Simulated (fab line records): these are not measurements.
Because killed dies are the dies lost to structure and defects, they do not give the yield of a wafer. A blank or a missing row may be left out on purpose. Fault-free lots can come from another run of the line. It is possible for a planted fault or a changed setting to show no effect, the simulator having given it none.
Check for tools in common    flow berkeleyCmos170    14 lots and 42 wafers in the sample

== WHY THIS WAS OPENED ==
UCB170_PFIELD_TW_MEAS_09, reading PFIELD_TW: flagged on 4 of 14 lots. Fault-free wafers read 600, with a standard deviation of 5.3.
Rule: flag the lot when none of its wafers has a number, or when each of its wafers that has one lies beyond 4 standard deviations from that mean. All remaining lots are regarded as sound.

lot   measured     on            PFIELD_TW, wafer by wafer  flag
L377  day 4 21:48  filmMetro-03  595 593 590                
L378  day 4 21:59  filmMetro-02  601 599 601                
L379  day 5 12:53  filmMetro-02  603 599 598                
L381  day 5 13:57  filmMetro-03  591 587 589                
L380  day 5 14:00  filmMetro-02  598 601 601                
L384  day 6 11:01  filmMetro-03  591 588 590                
L383  day 6 13:49  filmMetro-02  599 600 599                
L382  day 6 14:01  filmMetro-04  604 603 602                
L387  day 6 19:40  filmMetro-02  598 596 596                
L385  day 6 19:56  filmMetro-02  598 600 600                
L386  day 6 20:13  filmMetro-04  1357 1360 1360             FLAGGED
L388  day 6 20:20  filmMetro-02  1352 1352 1355             FLAGGED
L389  day 7 11:42  filmMetro-04  1368 1352 1359             FLAGGED
L390  day 7 22:40  filmMetro-04  1370 1371 1365             FLAGGED
On average the flagged lots read 1360, which is +760 against the usual, or +99 or more standard deviations.

== TOOL THAT RAN EACH LOT ==
The record holds 2 process steps before the reading, out of a route of 331 steps. Every cell lists first the tool, next ch and the chambers used by the sampled wafers, and last the start.
lot   flag     UCB170_PWELL_STRIP_16               UCB170_PFIELD_IMPLANT_07
L377           plasmaAsher-01 ch 0,1, day 3 12:00  implanter-03 ch 0, day 4 21:33
L378           plasmaAsher-03 ch 1, day 3 12:14    implanter-01 ch 0, day 4 21:44
L379           plasmaAsher-01 ch 0,1, day 3 22:22  implanter-03 ch 0, day 5 12:38
L381           plasmaAsher-03 ch 0,1, day 4 04:13  implanter-01 ch 0, day 5 13:42
L380           plasmaAsher-02 ch 0,1, day 3 22:10  implanter-03 ch 0, day 5 13:45
L384           plasmaAsher-03 ch 0,1, day 4 18:00  implanter-02 ch 0, day 6 10:46
L383           plasmaAsher-01 ch 0,1, day 4 18:37  implanter-03 ch 0, day 6 13:34
L382           plasmaAsher-02 ch 0,1, day 4 18:43  implanter-01 ch 0, day 6 13:46
L387           plasmaAsher-03 ch 0,1, day 5 12:50  implanter-01 ch 0, day 6 19:26
L385           plasmaAsher-01 ch 0,1, day 5 04:21  implanter-03 ch 0, day 6 19:41
L386  FLAGGED  plasmaAsher-02 ch 0,1, day 5 04:14  implanter-01 ch 0, day 6 19:59
L388  FLAGGED  plasmaAsher-02 ch 0,1, day 5 12:46  implanter-03 ch 0, day 6 20:06
L389  FLAGGED  plasmaAsher-01 ch 0,1, day 5 21:23  implanter-03 ch 0, day 7 11:29
L390  FLAGGED  plasmaAsher-02 ch 0,1, day 6 07:33  implanter-01 ch 0, day 7 22:25
What is done by these steps:
- UCB170_PWELL_STRIP_16: strips in O2.
- UCB170_PFIELD_IMPLANT_07
- UCB170_PFIELD_TW_MEAS_09

== FLAGGED OVER TOTAL, TOOL BY TOOL (the gauges that took the reading come last) ==
step                      tool            lots run  flagged  share of the flagged lots  sound lots run after its first flagged lot
UCB170_PWELL_STRIP_16     plasmaAsher-01  5         1        some                       0
UCB170_PWELL_STRIP_16     plasmaAsher-02  5         3        some                       0
UCB170_PWELL_STRIP_16     plasmaAsher-03  4         0        none                       -
UCB170_PFIELD_IMPLANT_07  implanter-01    6         2        some                       0
UCB170_PFIELD_IMPLANT_07  implanter-02    1         0        none                       -
UCB170_PFIELD_IMPLANT_07  implanter-03    7         2        some                       0
UCB170_PFIELD_TW_MEAS_09  filmMetro-02    7         1        some                       0
UCB170_PFIELD_TW_MEAS_09  filmMetro-03    3         0        none                       -
UCB170_PFIELD_TW_MEAS_09  filmMetro-04    4         3        some                       0

== THE TABLE: WHAT IT ALLOWS ==
No row of the table ran every flagged lot.

== WHAT THE SIMULATOR PUT IN ==
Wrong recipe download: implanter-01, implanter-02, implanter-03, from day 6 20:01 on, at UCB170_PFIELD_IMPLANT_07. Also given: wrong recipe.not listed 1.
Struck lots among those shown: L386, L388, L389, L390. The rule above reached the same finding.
